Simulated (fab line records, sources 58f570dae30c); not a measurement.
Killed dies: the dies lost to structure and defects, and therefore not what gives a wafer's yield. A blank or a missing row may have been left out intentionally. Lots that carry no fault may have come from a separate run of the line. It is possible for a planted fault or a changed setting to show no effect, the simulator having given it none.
What tool caused it?    flow berkeleyCmos170    Sampling: 11 lots, 33 wafers, 6 of 331 route steps

== WHAT EACH GAUGE READ, for each wafer ==
UCB170_CONTACT_THK_MEAS_02.
lot   measured      on            CONTACT_PSG_THK (nm)
L389  day 6 20:07   filmMetro-03  705 705 706
L391  day 7 04:55   filmMetro-03  703 703 704
L390  day 7 06:41   filmMetro-03  702 702 704
L393  day 7 14:29   filmMetro-04  718 717 713
L392  day 7 14:55   filmMetro-02  688 695 688
L394  day 8 04:40   filmMetro-02  703 705 705
L395  day 8 06:26   filmMetro-02  695 693 695
L398  day 8 15:07   filmMetro-03  713 717 711
L400  day 9 08:53   filmMetro-02  957 953 954
L409  day 11 03:06  filmMetro-03  694 699 694
L412  day 11 19:41  filmMetro-03  692 694 700

UCB170_V2_BOW_MEAS_03.
lot   measured      on            V2_BOW (um)
L389  day 7 11:17   filmMetro-03  42 40 28
L391  day 7 22:21   filmMetro-04  18 26 29
L390  day 7 22:41   filmMetro-03  44 40 27
L393  day 8 06:58   filmMetro-02  33 37 35
L392  day 8 06:52   filmMetro-04  43 38 42
L394  day 8 17:49   filmMetro-02  34 30 35
L395  day 8 20:36   filmMetro-03  41 45 38
L398  day 9 07:49   filmMetro-04  39 29 36
L409  day 11 19:55  filmMetro-04  36 24 37
L412  day 12 11:05  filmMetro-03  52 37 28

UCB170_M3_CD_MEAS_15: target cd 700 nm.
lot   measured      on        cdNm (nm)
L389  day 7 15:25   cdSem-02  700.8 700.5 698.9
L391  day 8 02:43   cdSem-01  701.7 702.3 701.1
L390  day 8 02:56   cdSem-02  700.2 701.1 700.2
L393  day 8 12:05   cdSem-01  696.3 698.1 699.2
L392  day 8 12:25   cdSem-02  700.7 701.4 700.1
L394  day 8 21:42   cdSem-01  701.0 701.1 701.0
L395  day 9 01:11   cdSem-02  699.9 698.0 699.6
L398  day 9 13:01   cdSem-01  698.6 699.1 699.0
L409  day 12 00:11  cdSem-01  699.2 700.0 700.2
L412  day 12 15:07  cdSem-02  699.1 701.0 701.8

== WHAT TOOL EACH LOT RAN ON (gives the tool, then ch and the chambers of the sampled wafers, and finally the start) ==
lot   UCB170_NLDD_PEB_04                UCB170_CONTACT_CVD_01        UCB170_CONTACT_ETCH_18
L389  lithoTrack-01 ch 0, day 6 05:23   lpcvd-02 ch 1, day 6 18:19   rieDiel-03 ch 1,3, day 7 11:17 or earlier
L391  lithoTrack-03 ch 0, day 6 15:52   lpcvd-01 ch 0, day 7 03:07   rieDiel-02 ch 1,2,3, day 7 22:21 or earlier
L390  lithoTrack-01 ch 0, day 6 16:06   lpcvd-01 ch 0, day 7 04:54   rieDiel-03 ch 0,1,3, day 7 22:41 or earlier
L393  lithoTrack-01 ch 0, day 6 23:01   lpcvd-02 ch 0, day 7 12:42   rieDiel-03 ch 0,2,3, day 8 06:58 or earlier
L392  lithoTrack-04 ch 0, day 6 23:55   lpcvd-01 ch 1, day 7 13:06   rieDiel-01 ch 0,1,2, day 8 06:52 or earlier
L394  lithoTrack-03 ch 0, day 7 12:32   lpcvd-01 ch 0, day 8 02:53   rieDiel-02 ch 0,3, day 8 17:49 or earlier
L395  lithoTrack-01 ch 0, day 7 12:57   lpcvd-01 ch 0, day 8 04:40   rieDiel-01 ch 2,3, day 8 20:36 or earlier
L398  lithoTrack-01 ch 0, day 8 00:56   lpcvd-01 ch 1, day 8 12:26   rieDiel-01 ch 0,2,3, day 9 07:49 or earlier
L400  lithoTrack-04 ch 0, day 8 15:09   lpcvd-02 ch 0, day 9 07:05   rieDiel-03 ch 1,2, no start
L409  lithoTrack-04 ch 0, day 10 14:44  lpcvd-01 ch 1, day 11 01:19  rieDiel-02 ch 0,1,2, day 11 19:55 or earlier
L412  lithoTrack-04 ch 0, day 10 22:38  lpcvd-01 ch 0, day 11 17:53  rieDiel-02 ch 2,3, day 12 11:05 or earlier
- UCB170_NLDD_PEB_04
- UCB170_CONTACT_CVD_01: deposits PSG from SiH4/O2/PH3, target thk 700 nm, time 2820 s.
- UCB170_CONTACT_ETCH_18: etches PSG in CHF3/CF4/Ar, stops on TiSi2, target depth 840 nm, time 195 s.

== WHAT THE TOOLS THEMSELVES READ (means of the sampled wafers that have a number; where no wafer has one, the mark that the record gives instead) ==
UCB170_NLDD_PEB_04.
lot   tool           heaterPowerTotalW (W)  plateSensorTCentreC (C)  plateSensorTEdgeC (C)  resistLineTempC (C)
L389  lithoTrack-01  56.80                  131.41                   131.54                 22.90
L391  lithoTrack-03  56.80                  131.41                   131.52                 22.89
L390  lithoTrack-01  56.82                  131.41                   131.54                 23.06
L393  lithoTrack-01  56.85                  131.41                   131.53                 22.97
L392  lithoTrack-04  56.84                  131.41                   131.53                 23.05
L394  lithoTrack-03  56.83                  131.41                   131.54                 22.89
L395  lithoTrack-01  56.80                  131.41                   131.54                 22.92
L398  lithoTrack-01  56.78                  131.40                   131.53                 22.96
L400  lithoTrack-04  56.83                  131.40                   131.53                 23.05
L409  lithoTrack-04  56.80                  131.40                   131.53                 22.89
L412  lithoTrack-04  56.79                  131.41                   131.53                 23.04

UCB170_CONTACT_ETCH_18.
lot   tool        drypumpMotorCurrentA (A)  oesProductAu (a.u.)  throttleValvePct (%)
L389  rieDiel-03  6.3                       0.894                6.78
L391  rieDiel-02  5.6                       0.891                6.91
L390  rieDiel-03  5.9                       0.894                6.78
L393  rieDiel-03  5.8                       0.904                6.82
L392  rieDiel-01  5.3                       0.889                6.96
L394  rieDiel-02  5.6                       0.898                6.98
L395  rieDiel-01  5.2                       0.900                6.86
L398  rieDiel-01  5.5                       0.909                6.86
L400  rieDiel-03  6.3                       0.993                6.74
L409  rieDiel-02  5.7                       0.896                6.91
L412  rieDiel-02  5.8                       0.872                6.90

== THE ANSWER, worked out from the rows above alone ==
Rule: usual is defined by the lots themselves. The widest of any qualifying gaps counts: lots, ordered by their means at a reading, are off when they make up no more than a third of the lots, leave a main group of 4 or more, and stand apart from it by 3 or more times the standard deviation of that group's means. A main group whose means are all the same, to the digits that the tables above print for the reading, isn't used. A lot without any number at a reading at which 4 lots or more have one is off too. The other lots that the step has rows for count as sound. After the gauges, taken in route order, come the tools' own readings; for these a lot's mean is taken, as printed above. The first step at which some lot is off is used, and at that step the reading that is off furthest; a lot without a number counts as furthest.
Off: L400, seen at UCB170_CONTACT_THK_MEAS_02 (CONTACT_PSG_THK). Main group: mean 702 nm, sd 7.9.
A tool fits if, at a process step before that reading, it ran every lot that is off, and no sound lot after the first of them. The gauges at UCB170_CONTACT_THK_MEAS_02 aren't tried: what is off there is off at UCB170_CONTACT_ETCH_18 too, on other tools, and a gauge's error can't cause that. One fits: UCB170_CONTACT_CVD_01 on lpcvd-02. A fault onset in the window from L393 (day 7 12:42, its last sound lot) to L400 (day 9 07:05, its first lot off) fits.

== WHAT HAD BEEN PUT IN BY THE SIMULATOR ==
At UCB170_CONTACT_CVD_01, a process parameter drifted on lpcvd-02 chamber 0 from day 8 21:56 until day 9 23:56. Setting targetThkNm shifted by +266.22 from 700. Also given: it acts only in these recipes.
Lots struck among those shown: L400. The rule given above showed the same thing.
